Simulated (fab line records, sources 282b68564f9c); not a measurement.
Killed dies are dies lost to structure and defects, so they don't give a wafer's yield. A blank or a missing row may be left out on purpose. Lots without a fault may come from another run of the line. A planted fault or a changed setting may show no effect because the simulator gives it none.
One fault seen from 2 desks | flow rit_cmos | each desk has only its own numbers; what lay behind them comes last

THE METROLOGY DESK
What the gauges read, lot by lot, whatever tool the lot ran on: means of the sampled wafers that have a number. A lot is out of limits, marked OUT, if its mean lies more than 4 standard deviations from the usual mean; the brackets give that distance.
Columns: A = ACTIVE_OXIDE_THK at RIT_ACTIVE_THK_MEAS_02, usual 47.1 nm
lot  | first seen here | A
L265 | day 1 12:03     | 46.9
L266 | day 1 17:22     | 48.1
L267 | day 1 22:04     | 47.1
L269 | day 2 09:02     | 47.0
L271 | day 2 18:51     | 47.5
L272 | day 3 00:53     | 47.2
L274 | day 3 10:39     | 47.8
L275 | day 3 15:13     | 47.3
L277 | day 4 01:59     | 47.2
L281 | day 4 23:32     | 47.5
L284 | day 5 11:37     | 47.1
L285 | day 5 19:21     | 53.9 (+7.9) OUT
L286 | day 5 21:17     | 53.1 (+7.0) OUT
L288 | day 6 12:52     | 46.8
This desk's finding: out of limits on L285, L286; first on L285, day 5 19:21 (ACTIVE_OXIDE_THK at RIT_ACTIVE_THK_MEAS_02). In limits: L265, L266, L267, L269, L271, L272, L274, L275, L277, L281, L284, L288.

THE TOOL OWNER'S DESK: furnace-01
The tool's own readings at RIT_ACTIVE_OXIDATION_01 (target thk 46.8 nm, ox time 3360 s): means of the sampled wafers that have a number, for each lot that ran on this tool. A lot is out of limits, marked OUT, if its mean lies more than 4 standard deviations from the usual mean; the brackets give that distance.
Columns: A = spike_tc_centre_C at RIT_ACTIVE_OXIDATION_01, usual 1001.9 C; B = spike_tc_load_C at RIT_ACTIVE_OXIDATION_01, usual 1027.6 C; C = tube_center_temp_C at RIT_ACTIVE_OXIDATION_01, usual 1000 C; D = tube_center_temp_C_max at RIT_ACTIVE_OXIDATION_01, usual 1002.5
lot  | first seen here | A                | B                 | C                      | D
L271 | day 2 16:54     | 1000.6           | 1027.7            | 1000                   | 1002.3
L274 | day 3 08:42     | 1001.3           | 1027.9            | 1000                   | 1002.3
L275 | day 3 13:16     | 1001.3           | 1027.9            | 1000                   | 1003.1
L281 | day 4 21:35     | 1001.2           | 1028.6            | 1000                   | 1002.3
L285 | day 5 17:25     | 1016.5 (+12) OUT | 1044.2 (+10) OUT  | 1015 (+99 or more) OUT | 1017.5 (+39) OUT
L286 | day 5 19:21     | 1017.6 (+13) OUT | 1043.3 (+9.8) OUT | 1015 (+99 or more) OUT | 1018.0 (+41) OUT
This desk's finding: out of limits on L285, L286; first on L285, day 5 17:25 (spike_tc_centre_C at RIT_ACTIVE_OXIDATION_01). In limits: L271, L274, L275, L281.

PUT TOGETHER
The tool owner's desk could have raised an alarm at day 5 17:25, on L285, L286.
The metrology desk could have raised an alarm at day 5 19:21, on L285, L286.
Of the lots named, all ran RIT_ACTIVE_OXIDATION_01 on furnace-01.

WHAT THE SIMULATOR HAD PUT IN
Process parameter drift: furnace-01, from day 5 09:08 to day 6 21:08, at RIT_ACTIVE_OXIDATION_01. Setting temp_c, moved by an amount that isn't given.
Lots struck among those shown: L285, L286.
Hours from the fault's start to each desk's first reading out of limits: the tool owner's desk, 8; the metrology desk, 10.
